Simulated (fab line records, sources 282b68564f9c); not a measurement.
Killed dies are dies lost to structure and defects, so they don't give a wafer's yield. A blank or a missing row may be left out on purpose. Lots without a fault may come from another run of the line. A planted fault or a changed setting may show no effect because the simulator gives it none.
fab line records | flow rit_cmos
record lots=13 wafers=39 last_day=7
route steps=202 shown M1@184
lots that met no fault: from a run of the same line without faults
start_h: hours from the record's first day to the start of the lot's first wafer shown | wait_h: hours since the lot's step before | " the same as in the row above | L1.1+2: a row that stands for several wafers | - no value, or no start given | * or withheld: withheld | < > ~ a bound
route shown NAME@n: a module of which the file shows steps, and the number in the route of the first | usual: mean/standard deviation of fault-free wafers | same: alike in all rows | chamber/n: place in a boat | sites: the reading at each site | _std_site: their standard deviation | _edge_site: outer sites' mean less inner sites' | radius_mm: how far each site lies from the wafer's centre | mask NAME#n: copy n | behind: the tool/chamber that last shaped the wafer | hold: why the lot was held/for how many hours/how that ended | device: the transistor (n, p or np) that didn't switch | end of line: the same wafers' tests at the end of the route | a step without rows: its recipe alone | killed: dies lost to structure and defects at the first sort, not the wafer's yield | map: a wafer's dies, x killed, . not, _ none there
set.NAME: the setting as run; set.NAME@STEP: as run at that earlier step | model.NAME: the simulator's own value behind a step, which no gauge read
steps of the route over a sample of lots; a table a step, a row a wafer
services: from which hour (start_h, from the record's first day; less than 0 if before it) a tool's chamber was out of use, for how many hours, and why
## steps
# step RIT_M1_SPUTTER_00
# recipe material=Al target_thk_nm=400 power_w=2000 chamber_pressure_pa=0.4 gas=Ar time_s=500 substrate_temp_c=25
# usual cathode_dc_power_W=2000.0/0.38 throttle_valve_pct=30.0/0.97
# columns lot.wafer tool chamber start_h wait_h cathode_dc_power_W throttle_valve_pct
L562.3 pvd_sputter-04 - 56.07 0.0 1999.7 31.6
L562.5 " - " " 1999.7 30.7
L562.6 " - " " 1999.7 30.9
L563.1 pvd_sputter-02 - 62.91 0.0 2000.1 28.9
L563.2 " - " " 2000.0 28.5
L563.6 " - " " 2000.7 28.6
L565.1 pvd_sputter-02 - 69.19 0.0 1999.9 30.4
L565.4 " - " " 2000.1 28.3
L565.5 " - " " 1999.9 28.6
L567.2 pvd_sputter-02 - 83.43 0.0 2000.1 30.3
L567.3 " - " " 2000.6 28.6
L567.4 " - " " 1999.4 29.7
L571.3 pvd_sputter-02 - 100.25 0.0 2000.4 28.5
L571.5 " - " " 1999.2 28.5
L571.6 " - " " 1999.7 30.4
L573.2 pvd_sputter-02 - 115.80 0.0 2000.2 30.6
L573.4 " - " " 1999.1 28.6
L573.5 " - " " 2000.1 28.5
L575.2 pvd_sputter-02 - 122.38 0.0 1999.5 29.8
L575.3 " - " " 2000.2 28.5
L575.5 " - " " 2000.2 28.3
L576.1 pvd_sputter-01 - 124.38 0.0 2000.5 30.6
L576.2 " - " " 1999.6 29.1
L576.3 " - " " 1999.4 29.6
L578.2 pvd_sputter-04 - 140.15 0.0 2000.1 31.6
L578.4 " - " " 2000.4 30.3
L578.6 " - " " 1999.3 31.6
L580.1 pvd_sputter-04 - 146.63 0.0 2000.4 31.2
L580.4 " - " " 1999.8 30.4
L580.5 " - " " 2000.5 30.6
L581.4 pvd_sputter-01 - 148.73 0.0 2000.9 29.1
L581.5 " - " " 2000.3 29.6
L581.6 " - " " 2000.3 28.9
L583.1 pvd_sputter-01 - 164.16 0.0 1999.6 30.7
L583.5 " - " " 1999.9 30.5
L583.6 " - " " 2000.0 29.6
L585.2 pvd_sputter-01 - 172.52 0.0 2000.3 30.6
L585.4 " - " " 1999.5 30.6
L585.5 " - " " 2000.6 30.9
# step RIT_M1_RS_MEAS_01
# recipe thk_meas_gauge=four-point-probe reads=Al_of_M1_SPUTTER_00
# usual M1_AL_RS=0.0737/0.0008
# columns lot.wafer tool chamber start_h wait_h M1_AL_RS[ohm/sq]
L562.3 film_metro-03 - 56.40 0.2 0.0726
L562.5 " - " " 0.0747
L562.6 " - " " 0.0741
L563.1 film_metro-03 - 63.21 0.1 0.0730
L563.2 " - " " 0.0733
L563.6 " - " " 0.0721
L565.1 film_metro-04 - 69.49 0.1 0.0725
L565.4 " - " " 0.0731
L565.5 " - " " 0.0719
L567.2 film_metro-02 - 83.74 0.2 0.0741
L567.3 " - " " 0.0736
L567.4 " - " " 0.0735
L571.3 film_metro-02 - 100.58 0.2 0.1026
L571.5 " - " " 0.1028
L571.6 " - " " 0.1029
L573.2 film_metro-04 - 116.12 0.2 0.1057
L573.4 " - " " 0.1030
L573.5 " - " " 0.1019
L575.2 film_metro-02 - 122.70 0.2 0.1026
L575.3 " - " " 0.1044
L575.5 " - " " 0.1037
L576.1 film_metro-03 - 124.68 0.1 0.0750
L576.2 " - " " 0.0752
L576.3 " - " " 0.0749
L578.2 film_metro-04 - 140.46 0.2 0.0731
L578.4 " - " " 0.0737
L578.6 " - " " 0.0727
L580.1 film_metro-02 - 146.93 0.1 0.0742
L580.4 " - " " 0.0736
L580.5 " - " " 0.0723
L581.4 film_metro-02 - 149.09 0.2 0.0744
L581.5 " - " " 0.0740
L581.6 " - " " 0.0746
L583.1 film_metro-03 - 164.48 0.2 0.0733
L583.5 " - " " 0.0734
L583.6 " - " " 0.0731
L585.2 film_metro-04 - 172.86 0.2 0.0746
L585.4 " - " " 0.0740
L585.5 " - " " 0.0751
# step RIT_M1_THK_MEAS_02
# recipe thk_meas_gauge=xrf reads=Al_of_M1_SPUTTER_00
# usual M1_AL_THK=399/5
# columns lot.wafer tool chamber start_h wait_h M1_AL_THK[nm]
L562.3 film_metro-03 - 56.50 0.1 404
L562.5 " - " " 392
L562.6 " - " " 396
L563.1 film_metro-03 - 63.33 0.1 400
L563.2 " - " " 400
L563.6 " - " " 406
L565.1 film_metro-04 - 69.61 0.1 411
L565.4 " - " " 406
L565.5 " - " " 412
L567.2 film_metro-02 - 83.85 0.1 396
L567.3 " - " " 396
L567.4 " - " " 399
L571.3 film_metro-02 - 100.68 0.1 288
L571.5 " - " " 287
L571.6 " - " " 289
L573.2 film_metro-04 - 116.23 0.1 283
L573.4 " - " " 289
L573.5 " - " " 293
L575.2 film_metro-02 - 122.81 0.1 287
L575.3 " - " " 282
L575.5 " - " " 284
L576.1 film_metro-03 - 124.80 0.1 389
L576.2 " - " " 392
L576.3 " - " " 391
L578.2 film_metro-04 - 140.57 0.1 405
L578.4 " - " " 401
L578.6 " - " " 407
L580.1 film_metro-02 - 147.05 0.1 395
L580.4 " - " " 399
L580.5 " - " " 403
L581.4 film_metro-02 - 149.18 0.1 392
L581.5 " - " " 394
L581.6 " - " " 391
L583.1 film_metro-03 - 164.60 0.1 400
L583.5 " - " " 401
L583.6 " - " " 403
L585.2 film_metro-04 - 172.97 0.1 396
L585.4 " - " " 399
L585.5 " - " " 393
# step RIT_M1_METAL_ETCH_12
# recipe stop_on=SiO2 chemistry=Cl2/BCl3 target=Al time_s=165 over_etch_frac=0.5 pressure_mtorr=100 target_depth_a=6000 rf_w=247.3 Cl2_flow_sccm=60 bcl3_flow_sccm=50
# usual drypump_motor_current_A=5.8/0.69 oes_product_au=0.773/0.013 throttle_valve_pct=8.21/0.1
# columns lot.wafer tool chamber start_h wait_h drypump_motor_current_A oes_product_au rf_hours_counter_h throttle_valve_pct
L562.3 rie_metal-04 1 57.92 0.2 6.6 0.776 - 8.27
L562.5 " 1 " " 6.7 0.766 - 8.29
L562.6 " 0 " " 4.9 0.760 - 8.07
L563.1 rie_metal-03 0 64.82 0.2 5.4 0.767 4 8.37
L563.2 " 0 " " 5.4 0.765 - 8.36
L563.6 " 0 " " 5.4 0.767 - 8.35
L565.1 rie_metal-04 1 71.14 0.2 6.6 0.774 39 8.28
L565.4 " 0 " " 5.0 0.768 - 8.06
L565.5 " 1 " " 6.6 0.778 - 8.30
L567.2 rie_metal-01 0 85.31 0.2 6.4 0.786 3 8.14
L567.3 " 1 " " 5.0 0.797 - 8.15
L567.4 " 0 " " 6.4 0.783 - 8.13
L571.3 rie_metal-04 0 102.06 0.2 4.9 0.640 - 8.09
L571.5 " 1 " " 6.6 0.651 - 8.31
L571.6 " 0 " " 5.0 0.630 - 8.09
L573.2 rie_metal-01 1 117.58 0.2 5.1 0.678 3 8.17
L573.4 " 1 " " 5.0 0.662 - 8.16
L573.5 " 1 " " 5.0 0.675 - 8.18
L575.2 rie_metal-03 0 124.27 0.2 5.4 0.639 5 8.36
L575.3 " 1 " " 6.6 0.652 - 8.22
L575.5 " 0 " " 5.4 0.642 - 8.38
L576.1 rie_metal-04 0 126.14 0.2 4.9 0.746 34 8.07
L576.2 " 1 " " 6.6 0.759 40 8.28
L576.3 " 0 " " 5.0 0.750 - 8.06
L578.2 rie_metal-03 1 142.06 0.2 6.6 0.768 5 8.19
L578.4 " 0 " " 5.4 0.759 - 8.33
L578.6 " 0 " " 5.4 0.764 - 8.35
L580.1 rie_metal-03 0 148.39 0.2 5.4 0.762 5 8.36
L580.4 " 0 " " 5.4 0.765 - 8.36
L580.5 " 0 " " 5.4 0.778 - 8.35
L581.4 rie_metal-03 1 150.55 0.1 6.6 0.777 - 8.20
L581.5 " 0 " " 5.4 0.765 - 8.35
L581.6 " 1 " " 6.6 0.771 - 8.20
L583.1 rie_metal-04 0 165.95 0.2 5.0 0.781 0 8.06
L583.5 " 0 " " 4.9 0.783 - 8.07
L583.6 " 1 " " 6.6 0.794 - 8.28
L585.2 rie_metal-01 1 174.43 0.2 5.0 0.794 3 8.16
L585.4 " 1 " " 5.0 0.800 - 8.17
L585.5 " 0 " " 6.3 0.783 - 8.14
# step RIT_M1_PROBE_99
# usual defect_limited_yield=97.4/1.2 killed_at_contacts=0.0/0.22 killed_at_front_end=7/3.3 killed_dies=7/3.3 killed_open=3.3/1.9 killed_short=3.6/2.1 sort_bin_3_pad_short=0.1/0.23 sort_bin_5_function=1.5/0.92 sort_bin_6_memory=1.0/0.64 sort_n_pass=257/3.3 sort_yield_pct=97.4/1.2
# same gross_dies=264 killed_at_M0_to_M3=0 killed_at_M4_up=0 killed_at_back_side=0 killed_at_other=0
# columns lot.wafer tool chamber start_h wait_h defect_limited_yield[%] killed_at_contacts killed_at_front_end killed_dies killed_open killed_short sort_bin_3_pad_short[%] sort_bin_5_function[%] sort_bin_6_memory[%] sort_n_pass sort_yield_pct[%]
L563.1 prober-02 - 67.24 0.1 97.0 0 8 8 4 4 0 2.3 0.8 256 97.0
L563.2 prober-02 - 67.29 0.1 97.0 0 8 8 3 3 0 1.9 1.1 256 97.0
L563.6 prober-02 - 67.49 0.2 98.9 0 3 3 2 1 0 0.8 0.4 261 98.9
L565.1 prober-02 - 73.39 0.1 97.7 0 6 6 2 4 0 1.1 1.1 258 97.7
L565.4 prober-02 - 73.54 0.2 98.5 0 4 4 3 1 0 1.1 0.4 260 98.5
L565.5 prober-02 - 73.59 0.2 95.1 0 13 13 5 8 0.4 3.0 1.5 251 95.1
L567.2 prober-02 - 87.61 0.1 97.3 0 7 7 3 4 0.4 1.9 0.4 257 97.3
L567.3 prober-02 - 87.66 0.2 97.7 0 6 6 3 3 0 0.8 1.5 258 97.7
L567.4 prober-02 - 87.71 0.2 97.7 0 6 6 3 3 0.4 1.5 0.4 258 97.7
L578.2 prober-01 - 144.40 0.1 96.6 0 9 9 4 5 0 1.1 2.3 255 96.6
L578.4 prober-01 - 144.50 0.2 97.7 0 6 6 5 1 0 1.5 0.8 258 97.7
L578.6 prober-01 - 144.60 0.2 97.7 0 6 6 3 3 0.4 0.8 1.1 258 97.7
L581.4 prober-02 - 152.90 0.2 97.7 1 5 6 4 2 0 1.5 0.8 258 97.7
L581.5 prober-02 - 152.95 0.2 97.0 0 8 8 4 4 0 1.5 1.5 256 97.0
L581.6 prober-02 - 153.00 0.2 98.9 0 3 3 2 1 0 1.1 0 261 98.9
L583.1 prober-02 - 168.22 0.1 97.7 0 6 6 4 2 0 1.1 1.1 258 97.7
L583.5 prober-02 - 168.42 0.2 96.6 0 9 9 6 3 0 1.5 1.9 255 96.6
L583.6 prober-02 - 168.47 0.2 95.8 0 11 11 2 9 0.8 2.7 0.8 253 95.8
# killed by level:class
L563.1 GATE:geometric_particle:short=3 GATE:geometric_particle:open=2 FOX1:geometric_particle:open=1 REOX:geometric_particle:short=1 SILICIDE:geometric_particle:open=1
L563.2 FOX1:geometric_particle:short=2 GATE:geometric_particle:open=2 PSD:coat_microbubble_printed=2 FOX1:geometric_particle:open=1 GATE:geometric_particle:short=1
L563.6 GATE:geometric_particle:short=1 GATE:geometric_particle:open=1 SILICIDE:geometric_particle:open=1
L565.1 SPACER:geometric_particle:short=2 FOX2:geometric_particle:short=1 GATE:geometric_particle:open=1 GATE:geometric_particle:short=1 SILICIDE:geometric_particle:open=1
L565.4 GATE:geometric_particle:open=1 GATE:geometric_particle:short=1 SPACER:geometric_particle:open=1 SILICIDE:geometric_particle:open=1
L565.5 GATE:geometric_particle:short=3 SILICIDE:geometric_particle:short=3 GATE:geometric_particle:open=2 FOX1:geometric_particle:open=1 FOX1:geometric_particle:short=1 SPACER:geometric_particle:short=1 SPACER:geometric_particle:open=1 SILICIDE:geometric_particle:open=1
L567.2 FOX1:geometric_particle:short=1 FOX1:geometric_particle:open=1 GATE:geometric_particle:open=1 REOX:geometric_particle:short=1 SPACER:geometric_particle:open=1 SPACER:geometric_particle:short=1 SILICIDE:geometric_particle:short=1
L567.3 GATE:geometric_particle:short=2 GATE:geometric_particle:open=1 REOX:geometric_particle:open=1 SPACER:geometric_particle:open=1 SPACER:geometric_particle:short=1
L567.4 REOX:geometric_particle:open=3 GATE:geometric_particle:short=1 REOX:geometric_particle:short=1 SPACER:geometric_particle:short=1
L578.2 GATE:geometric_particle:short=3 FOX1:geometric_particle:open=2 GATE:geometric_particle:open=2 REOX:geometric_particle:short=2
L578.4 GATE:geometric_particle:open=2 SPACER:geometric_particle:open=2 GATE:geometric_particle:short=1 SILICIDE:geometric_particle:open=1
L578.6 SPACER:geometric_particle:open=2 FOX1:geometric_particle:short=1 FOX2:geometric_particle:open=1 GATE:geometric_particle:short=1 SILICIDE:geometric_particle:short=1
L581.4 GATE:geometric_particle:open=2 REOX:geometric_particle:open=2 REOX:geometric_particle:short=1 CONTACT:geometric_particle:short=1
L581.5 REOX:geometric_particle:short=3 REOX:geometric_particle:open=2 FOX2:geometric_particle:open=1 GATE:geometric_particle:open=1 GATE:geometric_particle:short=1
L581.6 GATE:geometric_particle:short=1 GATE:geometric_particle:open=1 REOX:geometric_particle:open=1
L583.1 GATE:geometric_particle:open=4 FOX1:geometric_particle:short=1 GATE:geometric_particle:short=1
L583.5 GATE:geometric_particle:short=3 GATE:geometric_particle:open=2 FOX2:geometric_particle:open=1 REOX:geometric_particle:open=1 SPACER:geometric_particle:open=1 SILICIDE:geometric_particle:open=1
L583.6 GATE:geometric_particle:short=4 REOX:geometric_particle:short=3 SILICIDE:geometric_particle:short=2 GATE:geometric_particle:open=1 REOX:geometric_particle:open=1
## services
# columns tool chamber start_h hours kind
rie_metal-03 1 64.17 4.9 repair
rie_metal-04 1 73.75 20.2 repair
rie_metal-01 - 112.99 1.4 pm
rie_metal-01 - 124.36 28.1 pm
rie_metal-04 - 136.12 20.0 pm
rie_metal-04 0 136.12 20.0 vent_cycle
rie_metal-04 1 136.12 20.0 vent_cycle
pvd_sputter-01 - 138.47 10.1 repair
rie_metal-04 0 156.12 - clean
rie_metal-04 1 156.12 - clean
## key
first_sign step=RIT_M1_RS_MEAS_01 reading=M1_AL_RS direction=up sigmas=37 usual=0.0737 struck=0.1033
effect step=RIT_M1_THK_MEAS_02 reading=M1_AL_THK direction=down sigmas=22 usual=399 struck=287
effect step=RIT_M1_METAL_ETCH_12 reading=oes_product_au direction=down sigmas=9.3 usual=0.773 struck=0.652
met_at RIT_M1_SPUTTER_00
struck_lots L571,L573,L575
onset_between 83.43 100.25
fault kind=process_parameter_drift tool=pvd_sputter-02 chamber=- onset_h=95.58 steps=RIT_M1_SPUTTER_00 channel=target_thk_nm offset=-112.54 shape=step end_h=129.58 stated=400
